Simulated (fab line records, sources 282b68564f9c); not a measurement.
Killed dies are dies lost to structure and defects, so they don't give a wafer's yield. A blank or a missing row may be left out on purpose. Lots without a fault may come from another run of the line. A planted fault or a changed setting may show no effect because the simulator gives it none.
fab line records | flow rit_cmos
record lots=14 wafers=42 last_day=7
route steps=202 shown REOX@101 M1@202
lots that met no fault: from a run of the same line without faults
start_h: hours from the record's first day to the start of the lot's first wafer shown | wait_h: hours since the lot's step before | " the same as in the row above | L1.1+2: a row that stands for several wafers | - no value, or no start given | * or withheld: withheld | < > ~ a bound
route shown NAME@n: a module of which the file shows steps, and the number in the route of the first | usual: mean/standard deviation of fault-free wafers | same: alike in all rows | chamber/n: place in a boat | sites: the reading at each site | _std_site: their standard deviation | _edge_site: outer sites' mean less inner sites' | radius_mm: how far each site lies from the wafer's centre | mask NAME#n: copy n | behind: the tool/chamber that last shaped the wafer | hold: why the lot was held/for how many hours/how that ended | device: the transistor (n, p or np) that didn't switch | end of line: the same wafers' tests at the end of the route | a step without rows: its recipe alone | killed: dies lost to structure and defects at the first sort, not the wafer's yield | map: a wafer's dies, x killed, . not, _ none there
set.NAME: the setting as run; set.NAME@STEP: as run at that earlier step | model.NAME: the simulator's own value behind a step, which no gauge read
steps of the route over a sample of lots; a table a step, a row a wafer
services: from which hour (start_h, from the record's first day; less than 0 if before it) a tool's chamber was out of use, for how many hours, and why
## steps
# step RIT_REOX_OXIDATION_03
# recipe temp_c=900 ambient=O2 target_thk_a=252 ox_time_s=5580
# usual spike_tc_centre_C=902.4/1.3 spike_tc_load_C=925.6/1.5 spike_tc_source_C=920/4.2 tube_center_temp_C=900/0.08 tube_center_temp_C_max=902.3/0.41 zone_power_source_pct=24.6/1.6
# columns lot.wafer tool chamber start_h wait_h spike_tc_centre_C spike_tc_load_C spike_tc_source_C tube_center_temp_C tube_center_temp_C_max zone_power_source_pct
L419.1 furnace-04 0 44.51 0.0 903.4 927.6 915 899.9 902.4 26.4
L419.3 " 0 " " 902.3 925.9 915 899.99 902.3 27.0
L419.4 " 0 " " 903.2 927.9 915 899.85 902.8 26.6
L420.2 furnace-04 0 48.99 0.7 903.5 925.4 914 899.93 901.9 26.1
L420.4 " 0 " " 903.2 926.3 917 899.85 901.7 26.8
L420.6 " 0 " " 901.1 926.8 913 899.96 901.7 26.2
L421.3 furnace-03 0 57.16 1.3 899.5 924.7 922 899.96 902.7 22.7
L421.4 " 0 " " 900.7 924.9 925 900.09 902.1 22.7
L421.5 " 0 " " 901.4 927.1 923 900.12 902.6 23.1
L422.2 furnace-04 0 59.11 0.6 904.0 926.9 914 899.93 902.6 26.7
L422.4 " 0 " " 904.2 926.2 915 900.19 902.5 26.6
L422.6 " 0 " " 904.1 927.0 915 900.1 902.5 27.0
L423.1 furnace-01 0 70.02 0.0 902.4 924.5 922 899.97 902.3 23.9
L423.2 " 0 " " 901.8 925.3 923 900.02 902.7 23.5
L423.5 " 0 " " 902.7 923.8 924 900.11 902.0 24.1
L424.1 furnace-03 0 72.29 0.5 901.9 925.5 922 900.08 902.0 22.7
L424.2 " 0 " " 902.4 925.5 922 899.99 902.0 22.9
L424.6 " 0 " " 902.7 924.5 923 900.2 903.3 23.1
L426.2 furnace-04 0 80.32 0.3 904.3 926.3 915 899.95 902.3 26.9
L426.3 " 0 " " 904.8 925.8 914 900.06 901.9 26.8
L426.6 " 0 " " 904.6 925.3 914 900.05 902.5 26.5
L427.3 furnace-04 0 87.75 0.8 890.3 912.8 902 886.08 888.3 25.3
L427.4 " 0 " " 889.3 913.6 902 886.07 888.1 26.1
L427.6 " 0 " " 888.9 912.6 900 885.87 887.7 25.8
L431.3 furnace-04 0 106.37 0.0 890.2 914.0 899 885.94 888.0 26.0
L431.4 " 0 " " 890.5 913.4 900 885.94 889.5 25.6
L431.5 " 0 " " 889.0 912.2 900 886.02 889.0 25.8
L435.1 furnace-03 0 123.86 0.0 901.8 925.0 924 900.06 902.8 22.8
L435.2 " 0 " " 901.3 925.3 921 900.11 901.9 22.8
L435.6 " 0 " " 900.8 925.3 922 900.01 902.0 22.7
L436.2 furnace-01 0 130.37 1.1 903.8 922.9 923 899.94 901.8 23.6
L436.4 " 0 " " 900.5 925.4 923 899.93 902.7 24.2
L436.6 " 0 " " 901.4 924.3 924 899.99 901.9 23.7
L437.1 furnace-03 0 137.73 0.0 900.8 924.5 922 900 901.6 23.2
L437.4 " 0 " " 899.7 925.5 924 899.78 902.0 23.1
L437.6 " 0 " " 901.8 926.5 922 899.99 902.4 22.8
L439.2 furnace-01 0 144.86 0.5 901.8 924.9 923 899.92 902.1 24.0
L439.3 " 0 " " 901.9 923.9 923 899.89 902.5 24.0
L439.4 " 0 " " 901.9 924.5 923 900.05 902.7 24.0
L440.2 furnace-01 0 150.21 0.4 900.3 925.2 922 899.85 902.1 24.0
L440.4 " 0 " " 902.1 923.6 923 900.05 902.2 23.8
L440.5 " 0 " " 903.3 923.5 925 899.91 902.1 24.2
# step RIT_REOX_THK_MEAS_04
# recipe reads=SiO2_of_REOX_OXIDATION_03
# usual REOX_OXIDE_THK=25.2/0.51
# columns lot.wafer tool chamber start_h wait_h REOX_OXIDE_THK[nm]
L419.1 film_metro-01 - 47.06 0.0 25.4
L419.3 " - " " 24.9
L419.4 " - " " 24.9
L420.2 film_metro-01 - 51.55 0.0 25.0
L420.4 " - " " 24.8
L420.6 " - " " 25.0
L421.3 film_metro-01 - 59.73 0.0 25.2
L421.4 " - " " 25.1
L421.5 " - " " 24.6
L422.2 film_metro-01 - 61.67 0.0 24.9
L422.4 " - " " 24.9
L422.6 " - " " 25.3
L423.1 film_metro-04 - 72.57 0.0 25.8
L423.2 " - " " 25.1
L423.5 " - " " 25.2
L424.1 film_metro-01 - 74.84 0.0 24.4
L424.2 " - " " 24.6
L424.6 " - " " 24.7
L426.2 film_metro-04 - 82.88 0.0 25.3
L426.3 " - " " 25.5
L426.6 " - " " 25.1
L427.3 film_metro-01 - 90.32 0.0 22.3
L427.4 " - " " 22.6
L427.6 " - " " 22.6
L431.3 film_metro-01 - 108.94 0.0 22.2
L431.4 " - " " 22.1
L431.5 " - " " 22.1
L435.1 film_metro-01 - 126.41 0.0 24.8
L435.2 " - " " 24.7
L435.6 " - " " 24.9
L436.2 film_metro-01 - 132.93 0.0 25.3
L436.4 " - " " 25.6
L436.6 " - " " 25.1
L437.1 film_metro-01 - 140.28 0.0 24.8
L437.4 " - " " 25.4
L437.6 " - " " 25.3
L439.2 film_metro-02 - 147.42 0.0 25.3
L439.3 " - " " 25.3
L439.4 " - " " 25.0
L440.2 film_metro-02 - 152.77 0.0 24.7
L440.4 " - " " 24.6
L440.5 " - " " 25.2
# step RIT_M1_PROBE_99
# usual killed_at_contacts=0.0/0.2 killed_at_front_end=6.6/2.9 killed_dies=6.6/3 killed_open=3.4/2 killed_short=3.2/2
# same gross_dies=264 killed_at_M0_to_M3=0 killed_at_M4_up=0 killed_at_back_side=0 killed_at_other=0
# columns lot.wafer tool chamber start_h wait_h killed_at_contacts killed_at_front_end killed_dies killed_open killed_short
L423.1 prober-01 - 89.29 0.1 0 13 13 7 6
L423.2 prober-01 - 89.34 0.1 0 4 4 3 1
L423.5 prober-01 - 89.49 0.2 0 7 7 2 5
# killed by level:class
L423.1 GATE:geometric_particle:open=4 GATE:geometric_particle:short=3 FOX1:geometric_particle:open=2 FOX1:geometric_particle:short=2 REOX:geometric_particle:short=1 SILICIDE:geometric_particle:open=1
L423.2 GATE:geometric_particle:open=2 FOX1:geometric_particle:open=1 GATE:geometric_particle:short=1
L423.5 GATE:geometric_particle:short=2 SPACER:geometric_particle:open=2 FOX1:geometric_particle:short=1 FOX2:geometric_particle:short=1 SILICIDE:geometric_particle:short=1
## services
# columns tool chamber start_h hours kind
furnace-03 - 27.62 2.6 pm
furnace-04 - 63.59 3.1 pm
furnace-01 - 138.60 3.9 pm
## key
first_sign step=RIT_REOX_OXIDATION_03 reading=tube_center_temp_C direction=down sigmas=99+ usual=* struck=*
effect step=RIT_REOX_OXIDATION_03 reading=tube_center_temp_C_max direction=down sigmas=34 usual=* struck=*
effect step=RIT_REOX_THK_MEAS_04 reading=REOX_OXIDE_THK direction=down sigmas=5.6 usual=25.2 struck=22.3
met_at RIT_REOX_OXIDATION_03
struck_lots L427,L431
tester_left_out L427,L431
onset_between 80.32 87.75
fault kind=process_parameter_drift tool=furnace-04 chamber=- onset_h=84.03 steps=RIT_REOX_OXIDATION_03 channel=temp_c offset=* shape=step end_h=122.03 acts_in=* stated=*
# tester_left_out: of these lots the tester's yield and bins aren't shown, on N5 and GAA mostly nor the transistor test; their killed dies are dies lost to structure and defects alone, not to doping, threshold or leakage, so they don't give the yield
